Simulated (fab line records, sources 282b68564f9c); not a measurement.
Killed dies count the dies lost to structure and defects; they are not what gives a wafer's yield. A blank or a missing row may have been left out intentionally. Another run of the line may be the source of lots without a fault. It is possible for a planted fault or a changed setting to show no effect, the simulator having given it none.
Which tool did it? / flow rit cmos / 14 lots with 42 wafers sampled at 3 steps, on a route of 202 steps

## WHAT THE GAUGES READ, wafer by wafer
RIT_PWELL_OVL_MEAS_06. Usual: for PWELL_OVL the level is 0.1 nm and the standard deviation is 1.3.
lot=L809; measured=day 1 23:56; on=overlay-02; PWELL_OVL (nm)=-0.3 -0.7 0.0; flag=
lot=L813; measured=day 2 19:03; on=overlay-01; PWELL_OVL (nm)=-2.8 -0.3 -0.1; flag=
lot=L814; measured=day 3 00:17; on=overlay-01; PWELL_OVL (nm)=0.2 1.4 0.9; flag=
lot=L816; measured=day 3 08:44; on=overlay-02; PWELL_OVL (nm)=0.7 0.0 0.6; flag=
lot=L817; measured=day 3 14:13; on=overlay-01; PWELL_OVL (nm)=0.3 0.9 0.1; flag=
lot=L818; measured=day 3 18:51; on=overlay-01; PWELL_OVL (nm)=2.0 0.2 1.3; flag=
lot=L819; measured=day 4 00:34; on=overlay-02; PWELL_OVL (nm)=-0.2 -0.8 1.4; flag=
lot=L821; measured=day 4 11:22; on=overlay-02; PWELL_OVL (nm)=0.8 0.1 1.5; flag=
lot=L822; measured=day 4 17:00; on=overlay-02; PWELL_OVL (nm)=-2.8 -2.5 -2.2; flag=
lot=L824; measured=day 5 00:54; on=overlay-01; PWELL_OVL (nm)=-0.8 1.8 -1.8; flag=
lot=L825; measured=day 5 06:02; on=overlay-01; PWELL_OVL (nm)=1.0 0.4 0.8; flag=
lot=L830; measured=day 6 06:58; on=overlay-02; PWELL_OVL (nm)=1.2 -0.3 -0.6; flag=
lot=L831; measured=day 6 13:23; on=overlay-01; PWELL_OVL (nm)=0.3 0.7 -1.0; flag=
lot=L832; measured=day 6 16:52; on=overlay-02; PWELL_OVL (nm)=1.0 1.0 2.7; flag=

RIT_PLDD_OVL_MEAS_06. Usual: for PLDD_OVL the level is 1.0 nm and the standard deviation is 1.4.
lot=L809; measured=day 2 20:19; on=overlay-01; PLDD_OVL (nm)=1.9 1.7 0.7; flag=
lot=L813; measured=day 3 15:53; on=overlay-01; PLDD_OVL (nm)=-1.8 0.9 -0.5; flag=
lot=L814; measured=day 3 21:18; on=overlay-01; PLDD_OVL (nm)=0.3 2.2 0.9; flag=
lot=L816; measured=day 4 05:03; on=overlay-01; PLDD_OVL (nm)=0.6 0.9 0.1; flag=
lot=L817; measured=day 4 12:13; on=overlay-01; PLDD_OVL (nm)=1.3 1.4 1.8; flag=
lot=L818; measured=day 4 18:42; on=overlay-01; PLDD_OVL (nm)=0.4 0.6 -0.6; flag=
lot=L819; measured=day 5 00:59; on=overlay-01; PLDD_OVL (nm)=0.0 1.9 2.5; flag=
lot=L821; measured=day 5 08:03; on=overlay-02; PLDD_OVL (nm)=-1.0 -0.6 0.5; flag=
lot=L822; measured=day 5 14:55; on=overlay-02; PLDD_OVL (nm)=3.4 1.2 0.0; flag=
lot=L824; measured=day 5 22:36; on=overlay-01; PLDD_OVL (nm)=0.8 1.4 1.3; flag=
lot=L825; measured=day 6 04:59; on=overlay-02; PLDD_OVL (nm)=1.0 -0.8 2.3; flag=
lot=L830; measured=day 7 05:35; on=overlay-02; PLDD_OVL (nm)=-0.2 2.3 -0.8; flag=
lot=L831; measured=day 7 09:47; on=overlay-02; PLDD_OVL (nm)=-1.0 -0.5 -0.1; flag=
lot=L832; measured=day 7 14:22; on=overlay-01; PLDD_OVL (nm)=1.0 2.1 4.6; flag=

## TOOL THAT RAN EACH LOT (tool first, then ch and the chambers of the sampled wafers, then the start)
lot=L809; RIT_ACTIVE_ETCH_13=rie diel-04 ch 1,2,3, day 1 15:02
lot=L813; RIT_ACTIVE_ETCH_13=rie diel-01 ch 0,1, day 2 10:43
lot=L814; RIT_ACTIVE_ETCH_13=rie diel-01 ch 0,2, day 2 16:27
lot=L816; RIT_ACTIVE_ETCH_13=rie diel-02 ch 0,2, day 3 01:43
lot=L817; RIT_ACTIVE_ETCH_13=rie diel-02 ch 0,2,3, day 3 06:58
lot=L818; RIT_ACTIVE_ETCH_13=rie diel-02 ch 1,2,3, day 3 11:45
lot=L819; RIT_ACTIVE_ETCH_13=rie diel-04 ch 2,3, day 3 16:50
lot=L821; RIT_ACTIVE_ETCH_13=rie diel-01 ch 0,2,3, day 4 03:02
lot=L822; RIT_ACTIVE_ETCH_13=rie diel-02 ch 0,1, day 4 07:43
lot=L824; RIT_ACTIVE_ETCH_13=rie diel-04 ch 1,3, day 4 17:43
lot=L825; RIT_ACTIVE_ETCH_13=rie diel-01 ch 0,3, day 4 22:55
lot=L830; RIT_ACTIVE_ETCH_13=rie diel-01 ch 0,1,3, day 5 23:50
lot=L831; RIT_ACTIVE_ETCH_13=rie diel-02 ch 0,1,3, day 6 05:43
lot=L832; RIT_ACTIVE_ETCH_13=rie diel-01 ch 1,2,3, day 6 09:43
- RIT_ACTIVE_ETCH_13: etches Si3N4 in SF6, stops on SiO2, time 210 s, target depth 210 nm.

## WHAT THE TOOLS THEMSELVES READ (means of the sampled wafers that have a number; where no wafer has one, the mark that the record gives instead)
RIT_ACTIVE_ETCH_13. Usual: drypump motor current A 5.8 A, standard deviation 0.4; oes product au 0.816 a.u., standard deviation 0.012; throttle valve pct 7.43 %, standard deviation 0.11.
lot=L809; tool=rie diel-04; drypump motor current A (A)=6.0; oes product au (a.u.)=0.830; throttle valve pct (%)=7.54; flag=
lot=L813; tool=rie diel-01; drypump motor current A (A)=5.6; oes product au (a.u.)=0.820; throttle valve pct (%)=7.48; flag=
lot=L814; tool=rie diel-01; drypump motor current A (A)=6.0; oes product au (a.u.)=0.822; throttle valve pct (%)=7.38; flag=
lot=L816; tool=rie diel-02; drypump motor current A (A)=5.8; oes product au (a.u.)=0.810; throttle valve pct (%)=7.40; flag=
lot=L817; tool=rie diel-02; drypump motor current A (A)=5.7; oes product au (a.u.)=0.818; throttle valve pct (%)=7.38; flag=
lot=L818; tool=rie diel-02; drypump motor current A (A)=5.8; oes product au (a.u.)=0.817; throttle valve pct (%)=7.44; flag=
lot=L819; tool=rie diel-04; drypump motor current A (A)=6.1; oes product au (a.u.)=0.808; throttle valve pct (%)=7.62; flag=
lot=L821; tool=rie diel-01; drypump motor current A (A)=5.8; oes product au (a.u.)=0.819; throttle valve pct (%)=7.40; flag=
lot=L822; tool=rie diel-02; drypump motor current A (A)=5.9; oes product au (a.u.)=0.821; throttle valve pct (%)=7.50; flag=
lot=L824; tool=rie diel-04; drypump motor current A (A)=5.8; oes product au (a.u.)=0.832; throttle valve pct (%)=7.45; flag=
lot=L825; tool=rie diel-01; drypump motor current A (A)=6.1; oes product au (a.u.)=0.803; throttle valve pct (%)=7.49; flag=
lot=L830; tool=rie diel-01; drypump motor current A (A)=5.7; oes product au (a.u.)=0.821; throttle valve pct (%)=7.46; flag=
lot=L831; tool=rie diel-02; drypump motor current A (A)=5.7; oes product au (a.u.)=0.819; throttle valve pct (%)=7.42; flag=
lot=L832; tool=rie diel-01; drypump motor current A (A)=5.4; oes product au (a.u.)=0.820; throttle valve pct (%)=7.37; flag=

## THE ANSWER, worked out from the rows above alone
Rule: take the mean of a lot's wafers that have a number; if it is more than 3 standard deviations from the usual mean, the lot is off. Also off: a lot with no number at a reading for which 4 or more lots have one. Any other lot the step has rows for is counted as sound. The gauges are gone through in route order, then the tools' own readings, and for those a lot's mean is taken as printed above. The first step at which some lot is off is used, and at that step the reading that is off furthest; a lot without a number counts as furthest.
No lot is off on any of the readings shown, so nothing can be concluded from this.

## WHAT WAS PUT IN BY THE SIMULATOR
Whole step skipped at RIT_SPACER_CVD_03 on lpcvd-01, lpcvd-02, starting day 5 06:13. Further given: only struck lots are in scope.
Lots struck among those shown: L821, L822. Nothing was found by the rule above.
